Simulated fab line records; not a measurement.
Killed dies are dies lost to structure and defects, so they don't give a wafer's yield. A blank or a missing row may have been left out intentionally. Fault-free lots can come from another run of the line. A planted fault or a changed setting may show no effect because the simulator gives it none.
2 desks, one fault | flow ritCmos | numbers are kept per desk, each desk with only its own; the story behind them comes last

== THE TOOL OWNER'S DESK: rieMetal-03 ==
The tool's own readings at RIT_M1_METAL_ETCH_12 (etches Al in Cl2/BCl3, stops on SiO2, time 165 s, target depth 600 nm): means of the sampled wafers that have a number, for each lot that ran on this tool. If a lot's mean is further than 4 standard deviations from the usual mean, the lot is out of limits and carries the mark OUT (the distance appears in the brackets).
Columns: A = drypumpMotorCurrentA at RIT_M1_METAL_ETCH_12, usual 5.88 A; B = heBacksideLeakSccm at RIT_M1_METAL_ETCH_12, usual 3.3 sccm; C = mfcCl2Sccm at RIT_M1_METAL_ETCH_12, usual 59.96 sccm; D = oesProductAu at RIT_M1_METAL_ETCH_12, usual 0.787 a.u.; E = throttleValvePct at RIT_M1_METAL_ETCH_12, usual 8.22 %
lot  | first seen here | A    | B   | C     | D     | E
L522 | day 4 02:20     | 5.53 | 3.2 | 60.12 | 0.782 | 8.12
L525 | day 4 17:44     | 5.50 | 3.3 | 59.96 | 0.785 | 8.11
L528 | day 5 09:55     | 5.45 | 3.2 | 60.09 | 0.787 | 8.08
L536 | day 7 02:43     | 5.54 | 3.3 | 59.92 | 0.781 | 8.12
This desk's finding: nothing out of limits on any of the 4 lots.

== METROLOGY DESK ==
Means of the sampled wafers that have a number, per lot and without regard to the tool the lot ran on: this is what the gauges read. If a lot's mean is further than 4 standard deviations from the usual mean, the lot is out of limits and carries the mark OUT (the distance appears in the brackets).
Columns: A = PLDD_OVL at RIT_PLDD_OVL_MEAS_06, usual 0.6 nm; B = cdNm at RIT_M1_CD_MEAS_09, usual 2600.1 nm
lot  | first seen here | A    | B
L521 | day 3 07:53     | 0.6  | 2600.7
L522 | day 3 14:39     | -0.1 | 2598.4
L523 | day 3 17:19     | -1.1 | 2600.6
L524 | day 4 02:59     | 1.9  | 2601.7
L525 | day 4 05:42     | 3.3  | 2603.4
L526 | day 4 08:15     | 2.6  | 2601.7
L527 | day 4 16:01     | -0.5 | 2598.7
L528 | day 4 22:05     | 3.2  | 2598.2
L532 | day 5 13:58     | -1.8 | 2600.8
L536 | day 6 14:46     | -0.2 | 2599.9
L538 | day 7 03:09     | -1.5 | 2600.6
L540 | day 7 07:00     | 1.1  | 2600.2
L541 | day 7 15:01     | -0.2 | 2603.1
This desk's finding: nothing out of limits on any of the 13 lots.

== ALL TOGETHER ==
The tool owner's desk saw nothing out of limits.
From the metrology desk's view, nothing was out of limits.

== WHAT THE SIMULATOR HAD PUT IN ==
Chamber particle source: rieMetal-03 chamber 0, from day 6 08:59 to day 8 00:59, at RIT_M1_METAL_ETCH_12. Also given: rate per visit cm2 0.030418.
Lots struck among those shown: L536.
